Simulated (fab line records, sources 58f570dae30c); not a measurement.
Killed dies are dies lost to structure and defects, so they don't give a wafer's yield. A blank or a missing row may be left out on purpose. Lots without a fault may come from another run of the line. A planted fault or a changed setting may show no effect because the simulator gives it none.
fab line records | flow berkeley_cmos170
record lots=14 wafers=42 last_day=12
route steps=331 shown PSD@182 NSD@194 CONTACT@232 V1@254
lots that met no fault: from a run of the same line without faults
start_h: hours from the record's first day to the start of the lot's first wafer shown | wait_h: hours since the lot's step before | " the same as in the row above | L1.1+2: a row that stands for several wafers | - no value, or no start given | * or withheld: withheld | < > ~ a bound
route shown NAME@n: a module of which the file shows steps, and the number in the route of the first | usual: mean/standard deviation of fault-free wafers | same: alike in all rows | chamber/n: place in a boat | sites: the reading at each site | _std_site: their standard deviation | _edge_site: outer sites' mean less inner sites' | radius_mm: how far each site lies from the wafer's centre | mask NAME#n: copy n | behind: the tool/chamber that last shaped the wafer | hold: why the lot was held/for how many hours/how that ended | device: the transistor (n, p or np) that didn't switch | end of line: the same wafers' tests at the end of the route | a step without rows: its recipe alone | killed: dies lost to structure and defects at the first sort, not the wafer's yield | map: a wafer's dies, x killed, . not, _ none there
set.NAME: the setting as run; set.NAME@STEP: as run at that earlier step | model.NAME: the simulator's own value behind a step, which no gauge read
steps of the route over a sample of lots; a table a step, a row a wafer
services: from which hour (start_h, from the record's first day; less than 0 if before it) a tool's chamber was out of use, for how many hours, and why
## steps
# step UCB170_PSD_OVL_MEAS_07
# usual PSD_OVL=2/5.2
# columns lot.wafer tool chamber start_h wait_h PSD_OVL[nm]
L110.2 overlay-01 - 135.24 0.1 1
L110.3 " - " " 7
L110.5 " - " " 1
L109.1 overlay-02 - 135.48 0.1 12
L109.3 " - " " 7
L109.6 " - " " 6
L111.1 overlay-02 - 147.37 0.1 6
L111.5 " - " " 2
L111.6 " - " " 10
L114.3 overlay-01 - 151.38 0.1 3
L114.4 " - " " 7
L114.6 " - " " 2
L118.3 overlay-02 - 181.37 0.1 1
L118.4 " - " " 2
L118.6 " - " " 0
L116.1 overlay-02 - 181.60 0.1 -8
L116.3 " - " " -11
L116.4 " - " " -7
L117.2 overlay-01 - 181.84 0.1 3
L117.3 " - " " 5
L117.6 " - " " 4
L119.2 overlay-01 - 192.68 0.1 0
L119.3 " - " " -2
L119.4 " - " " -4
L121.1 overlay-02 - 217.22 0.1 -9
L121.2 " - " " -3
L121.3 " - " " -5
L122.2 overlay-02 - 217.64 0.1 1
L122.4 " - " " 6
L122.5 " - " " 3
L126.3 overlay-01 - 241.09 0.1 8
L126.5 " - " " 10
L126.6 " - " " 11
L129.1 overlay-02 - 241.65 0.1 3
L129.2 " - " " 5
L129.6 " - " " -3
L131.2 overlay-01 - 253.01 0.1 9
L131.4 " - " " -1
L131.5 " - " " 5
L132.3 overlay-02 - 264.51 0.1 -1
L132.5 " - " " -1
L132.6 " - " " -7
# step UCB170_NSD_OVL_MEAS_07
# usual NSD_OVL=-1/4.6
# columns lot.wafer tool chamber start_h wait_h NSD_OVL[nm]
L110.2 overlay-01 - 137.38 0.1 0
L110.3 " - " " 0
L110.5 " - " " -5
L109.1 overlay-02 - 137.61 0.1 -3
L109.3 " - " " -1
L109.6 " - " " -2
L111.1 overlay-01 - 148.99 0.1 -2
L111.5 " - " " -4
L111.6 " - " " 0
L114.3 overlay-02 - 153.21 0.1 1
L114.4 " - " " -4
L114.6 " - " " -9
L118.3 overlay-01 - 184.55 0.1 -4
L118.4 " - " " -1
L118.6 " - " " 7
L116.1 overlay-02 - 184.61 0.1 7
L116.3 " - " " 6
L116.4 " - " " 3
L117.2 overlay-02 - 185.09 0.1 -1
L117.3 " - " " 2
L117.6 " - " " 0
L119.2 overlay-02 - 194.49 0.1 -10
L119.3 " - " " -6
L119.4 " - " " -6
L122.2 overlay-01 - 219.67 0.1 0
L122.4 " - " " 6
L122.5 " - " " 9
L121.1 overlay-02 - 219.79 0.1 -4
L121.2 " - " " -1
L121.3 " - " " -3
L126.3 overlay-02 - 243.69 0.1 -5
L126.5 " - " " -5
L126.6 " - " " -3
L129.1 overlay-02 - 244.50 0.1 -5
L129.2 " - " " 1
L129.6 " - " " 2
L131.2 overlay-01 - 255.70 0.1 -2
L131.4 " - " " -5
L131.5 " - " " -7
L132.3 overlay-01 - 266.98 0.1 -1
L132.5 " - " " 1
L132.6 " - " " 1
# step UCB170_CONTACT_OVL_MEAS_16
# usual CONTACT_OVL=-2/5.2
# columns lot.wafer tool chamber start_h wait_h CONTACT_OVL[nm]
L110.2 overlay-01 - 143.76 0.1 -1
L110.3 " - " " 0
L110.5 " - " " 3
L109.1 overlay-02 - 145.66 0.1 -11
L109.3 " - " " -1
L109.6 " - " " -3
L111.1 overlay-01 - 155.66 0.1 -10
L111.5 " - " " -6
L111.6 " - " " -2
L114.3 overlay-01 - 160.49 0.1 -6
L114.4 " - " " -8
L114.6 " - " " -6
L118.3 overlay-01 - 194.76 0.1 -8
L118.4 " - " " -1
L118.6 " - " " 1
L116.1 overlay-02 - 194.95 0.1 -5
L116.3 " - " " -1
L116.4 " - " " -9
L117.2 overlay-02 - 197.39 0.1 3
L117.3 " - " " 3
L117.6 " - " " -4
L119.2 overlay-01 - 203.89 0.1 0
L119.3 " - " " 3
L119.4 " - " " 8
L122.2 overlay-01 - 226.65 0.1 -2
L122.4 " - " " -7
L122.5 " - " " -7
L121.1 overlay-01 - 227.75 0.1 -7
L121.2 " - " " -9
L121.3 " - " " -5
L129.1 overlay-01 - 251.57 0.1 0
L129.2 " - " " 6
L129.6 " - " " 4
L126.3 overlay-02 - 251.82 0.1 2
L126.5 " - " " 12
L126.6 " - " " 9
L131.2 overlay-02 - 262.91 0.1 2
L131.4 " - " " -7
L131.5 " - " " -7
L132.3 overlay-02 - 273.25 0.1 7
L132.5 " - " " 3
L132.6 " - " " 5
# step UCB170_V1_CVD_00
# recipe material=SiO2 target_thk_nm=2000 temp_c=390 precursor=TEOS/O2 time_s=250 rf_w=550 pressure_mtorr=9000
# usual heater_power_w=246/46 run_length_s=277.6/0.67
# columns lot.wafer tool chamber start_h wait_h heater_power_w run_length_s
L110.2 pecvd-03 1 149.47 0.0 255 277.0
L110.3 " 0 " " 232 277.5
L110.5 " 2 " " 237 276.5
L109.1 pecvd-04 0 152.96 0.0 313 277.2
L109.3 " 1 " " 273 278.4
L109.6 " 2 " " 182 277.4
L111.1 pecvd-03 2 163.26 0.0 324 277.0
L111.5 " 1 " " 171 277.2
L111.6 " 2 " " 234 276.9
L114.3 pecvd-04 1 167.96 0.0 239 279.0
L114.4 " 2 " " 184 277.8
L114.6 " 0 " " 229 277.0
L116.1 pecvd-01 1 203.30 0.0 290 277.4
L116.3 " 0 " " 231 278.4
L116.4 " 1 " " 209 277.6
L118.3 pecvd-03 1 203.30 0.0 231 276.8
L118.4 " 0 " " 227 277.5
L118.6 " 2 " " 331 277.4
L117.2 pecvd-03 2 203.45 0.2 328 276.6
L117.3 " 0 " " 260 277.4
L117.6 " 0 " " 314 277.3
L119.2 pecvd-01 1 211.86 0.0 204 277.5
L119.3 " 2 " " 251 278.5
L119.4 " 2 " " 306 278.2
L122.2 pecvd-03 2 231.23 0.2 302 276.8
L122.4 " 0 " " 225 277.4
L122.5 " 1 " " 257 277.2
L121.1 pecvd-03 1 235.33 0.0 198 330.5
L121.2 " 0 " " 237 330.9
L121.3 " 2 " " 256 330.5
L126.3 pecvd-04 0 258.39 0.0 265 277.1
L126.5 " 2 " " 269 277.8
L126.6 " 0 " " 329 277.2
L129.1 pecvd-03 0 258.39 0.0 257 331.1
L129.2 " 1 " " 222 330.4
L129.6 " 0 " " 221 331.9
L131.2 pecvd-04 1 271.97 0.0 285 278.8
L131.4 " 1 " " 195 279.0
L131.5 " 2 " " 181 277.7
L132.3 pecvd-04 2 278.72 0.0 253 277.4
L132.5 " 1 " " 202 278.4
L132.6 " 0 " " 317 277.1
# step UCB170_V1_THK_MEAS_01
# recipe reads=SiO2_of_V1_CVD_00
# usual V1_TEOS_THK=1997/29
# columns lot.wafer tool chamber start_h wait_h V1_TEOS_THK[nm]
L110.2 film_metro-02 - 149.64 0.1 1958
L110.3 " - " " 2004
L110.5 " - " " 2028
L109.1 film_metro-01 - 153.11 0.1 2004
L109.3 " - " " 2023
L109.6 " - " " 2032
L111.1 film_metro-01 - 163.41 0.1 1973
L111.5 " - " " 1983
L111.6 " - " " 2004
L114.3 film_metro-03 - 168.14 0.1 2027
L114.4 " - " " 2032
L114.6 " - " " 2026
L116.1 film_metro-03 - 203.45 0.1 1921
L116.3 " - " " 1956
L116.4 " - " " 1959
L118.3 film_metro-02 - 203.47 0.1 1986
L118.4 " - " " 2038
L118.6 " - " " 2010
L117.2 film_metro-01 - 203.62 0.1 1948
L117.3 " - " " 1990
L117.6 " - " " 2011
L119.2 film_metro-01 - 212.02 0.1 1959
L119.3 " - " " 1983
L119.4 " - " " 2039
L122.2 film_metro-02 - 231.40 0.1 1954
L122.4 " - " " 1999
L122.5 " - " " 1985
L121.1 film_metro-02 - 235.48 0.1 2425
L121.2 " - " " 2441
L121.3 " - " " 2410
L126.3 film_metro-03 - 258.56 0.1 2023
L126.5 " - " " 2016
L126.6 " - " " 2034
L129.1 film_metro-02 - 258.62 0.2 2406
L129.2 " - " " 2412
L129.6 " - " " 2450
L131.2 film_metro-02 - 272.14 0.1 1986
L131.4 " - " " 2028
L131.5 " - " " 1990
L132.3 film_metro-03 - 278.90 0.1 1995
L132.5 " - " " 2047
L132.6 " - " " 2031
## services
# columns tool chamber start_h hours kind
pecvd-04 - 135.50 14.0 pm
pecvd-04 0 135.50 14.0 vent_cycle
pecvd-04 1 135.50 14.0 vent_cycle
pecvd-04 2 135.50 14.0 vent_cycle
pecvd-04 0 149.50 - clean
pecvd-04 1 149.50 - clean
pecvd-04 2 149.50 - clean
pecvd-04 0 223.20 4.8 repair
pecvd-01 - 242.50 14.0 pm
pecvd-01 0 242.50 14.0 vent_cycle
pecvd-01 1 242.50 14.0 vent_cycle
pecvd-01 2 242.50 14.0 vent_cycle
pecvd-01 1 250.95 2.9 repair
pecvd-03 2 254.22 11.5 repair
pecvd-01 0 256.50 - clean
pecvd-01 1 256.50 - clean
pecvd-01 2 256.50 - clean
## key
first_sign step=UCB170_V1_CVD_00 reading=run_length_s direction=up sigmas=80 usual=* struck=*
effect step=UCB170_V1_THK_MEAS_01 reading=V1_TEOS_THK direction=up sigmas=15 usual=1997 struck=2424
met_at UCB170_V1_CVD_00
struck_lots L121,L129
not_acting_at UCB170_PSD_OVL_MEAS_07,UCB170_NSD_OVL_MEAS_07,UCB170_CONTACT_OVL_MEAS_16
onset_between 231.23 235.33
fault kind=process_parameter_drift tool=pecvd-03 chamber=- onset_h=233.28 steps=UCB170_V1_CVD_00 channel=time_s offset=* shape=step end_h=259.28 acts_in=* stated=*
